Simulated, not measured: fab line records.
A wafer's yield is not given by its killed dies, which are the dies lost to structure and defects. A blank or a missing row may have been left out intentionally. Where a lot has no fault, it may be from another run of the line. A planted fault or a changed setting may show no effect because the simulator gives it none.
Which tool is to blame? | flow rit-cmos | Sampling: 6 lots, 18 wafers, 2 of 202 route steps

WHAT EACH GAUGE READ, for each wafer
RIT_SILICIDE_RS_MEAS_02: measures by four-point-probe.
lot  | measured    | on            | SILICIDE_TI_RS (ohm/sq)
L696 | day 3 13:53 | film-metro-04 | 47.0 45.9 46.3
L700 | day 4 15:46 | film-metro-02 | 46.1 41.6 46.0
L708 | day 6 07:12 | film-metro-01 | 46.1 46.4 45.3
L713 | day 7 03:41 | film-metro-02 | 46.7 46.9 47.4
L714 | day 7 11:34 | film-metro-02 | 46.5 46.3 46.4
L717 | day 8 01:49 | film-metro-02 | 45.7 45.7 44.9

WHICH TOOL RAN EACH LOT (tool, then ch and the chambers of the sampled wafers, then the start)
lot  | RIT_SILICIDE_SPUTTER_01
L696 | pvd-sputter-04, day 3 13:44
L700 | pvd-sputter-04, day 4 15:35
L708 | pvd-sputter-01, day 6 06:59
L713 | pvd-sputter-02, day 7 03:31
L714 | pvd-sputter-02, day 7 11:23
L717 | pvd-sputter-04, day 8 01:40
- RIT_SILICIDE_SPUTTER_01: material Ti, target thk 30 nm, time 240 s.

THE ANSWER, worked out from the rows above alone
Rule: the lots themselves supply what counts as usual. The widest of any qualifying gaps counts: lots, ordered by their means at a reading, are off when they make up no more than a third of the lots, leave a main group of 4 or more, and stand apart from it by 3 or more times the standard deviation of that group's means. The tables above print the reading to a certain number of digits; a main group whose means all agree to those digits is not used. Also off: a lot with no number at a reading for which 4 or more lots have one. Where the step has rows for the other lots, those lots are counted as sound.
No lot is off on any of the readings shown, so nothing can be concluded from this.

WHAT THE SIMULATOR PUT IN
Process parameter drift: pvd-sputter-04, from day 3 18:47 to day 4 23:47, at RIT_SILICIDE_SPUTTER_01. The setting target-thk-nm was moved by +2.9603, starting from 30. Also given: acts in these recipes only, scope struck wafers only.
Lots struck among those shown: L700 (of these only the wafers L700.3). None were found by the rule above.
